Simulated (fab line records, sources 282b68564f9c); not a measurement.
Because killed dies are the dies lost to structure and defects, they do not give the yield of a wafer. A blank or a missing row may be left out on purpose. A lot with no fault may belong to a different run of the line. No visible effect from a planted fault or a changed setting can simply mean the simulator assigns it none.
Struck lot and sound lot, side by side -- flow rit_cmos -- 22 out of 202 route steps
Sound: the wafers L573.4, L573.5, L573.6. Wafers L580.2, L580.5, L580.6 were the ones struck. The cause comes at the end.
At each step with rows: each side's tool, then ch and its chambers, then its first start. Under that, the readings that differ: sound wafers -- struck wafers -- difference of the means -- sigmas: that difference in standard deviations of wafers without a fault.
alike: readings with means less than 2 such deviations apart, plus words and numbers identical on both sides. not compared: withheld readings, readings lacking a value on some wafer, bounds such as >300 that could conceal the same value, and numbers that have no deviation in the record and whose values overlap.
Wherever a step has rows on one side only, a row that says differs or no value, or a row with sigmas, the two part there. Numbers that have no deviation but don't overlap get no sigmas and don't part them. A reading that every wafer of one side lacks parts them only if that side has two wafers or more.

first, 2 steps without rows for these wafers: RIT_NSD_HARDBAKE_07 (time 60 s); RIT_NSD_IMPLANT_08.
RIT_NSD_STRIP_09: strips in O2, time 180 s.
  sound on plasma_asher-03 ch 0,1, day 3 15:02; struck on plasma_asher-04 ch 0,1, day 5 09:04
  alike: drypump_motor_current_A, rf_refl_power_W
  not compared: rf_hours_counter_h
RIT_NSD_TW_MEAS_10:
  sound: film_metro-04 at day 3 15:11; struck: film_metro-03 at day 5 09:15
  alike: NSD_TW
then, 6 steps without rows for these wafers: RIT_PSD_HMDS_00 (prime time 60 s); RIT_PSD_COAT_01 (resist thk 1000 nm); RIT_PSD_SOFTBAKE_02 (time 60 s); RIT_PSD_EXPOSE_03 (exposes mask M10, target cd 40900 nm); RIT_PSD_PEB_04; RIT_PSD_DEVELOP_05 (develop time 50 s).
RIT_PSD_OVL_MEAS_06:
  sound: overlay-01 at day 3 16:23; struck: overlay-01 at day 5 10:10
  alike: PSD_OVL
then, 1 step without rows for these wafers: RIT_PSD_HARDBAKE_07 (time 60 s).
RIT_PSD_IMPLANT_08:
  sound on implanter-03 ch 0, day 3 16:38; struck on implanter-02 ch 0, day 5 10:22
RIT_PSD_STRIP_09: strips in O2, time 180 s.
  sound on plasma_asher-02 ch 0,1, day 3 16:46; struck on plasma_asher-01 ch 0,1, day 5 10:29
  alike: drypump_motor_current_A, rf_refl_power_W
  not compared: rf_hours_counter_h
RIT_PSD_TW_MEAS_10:
  sound: film_metro-02 at day 3 16:55; struck: film_metro-03 at day 5 10:40
reading,sound,struck,difference,sigmas
PSD_TW,3452 3440 3453,3389 3402 3390,-55,-3
then, 3 steps without rows for these wafers: RIT_SDANNEAL_CLEAN_00 (cleans in SC1, time 600 s); RIT_SDANNEAL_CLEAN_01 (cleans in dHF, time 30 s); RIT_SDANNEAL_CLEAN_02 (cleans in SC2, time 600 s).
RIT_SDANNEAL_RTA_03: time 5 s.
  sound on rtp_anneal-02 ch 0, day 3 17:20; struck on rtp_anneal-01 ch 0, day 5 11:06
  alike: wafer_temp_C_max
RIT_SDANNEAL_RS_MEAS_04: measures by four-point-probe.
  sound: film_metro-03 at day 3 17:26; struck: film_metro-02 at day 5 11:10
reading,sound,struck,difference,sigmas
PSD_RS (ohm/sq),115.63 115.56 115.66,118.24 117.71 117.86,+2.32,+8
RIT_SDANNEAL_RS_MEAS_05: measures by four-point-probe.
  sound: film_metro-03 at day 3 17:33; struck: film_metro-02 at day 5 11:17
  alike: NSD_RS
RIT_M1_PROBE_99:
  sound: prober-02 at day 4 02:28; struck: prober-01 at day 5 18:35
  alike: killed_at_contacts, killed_at_front_end, killed_dies, killed_open, killed_short

WHERE THEY PART
Earliest at RIT_PSD_TW_MEAS_10; latest, in this record, at RIT_SDANNEAL_RS_MEAS_04. Later steps at which nothing parts them and some readings are alike: RIT_SDANNEAL_RS_MEAS_05, RIT_M1_PROBE_99.

WHY: whatever the simulator had introduced
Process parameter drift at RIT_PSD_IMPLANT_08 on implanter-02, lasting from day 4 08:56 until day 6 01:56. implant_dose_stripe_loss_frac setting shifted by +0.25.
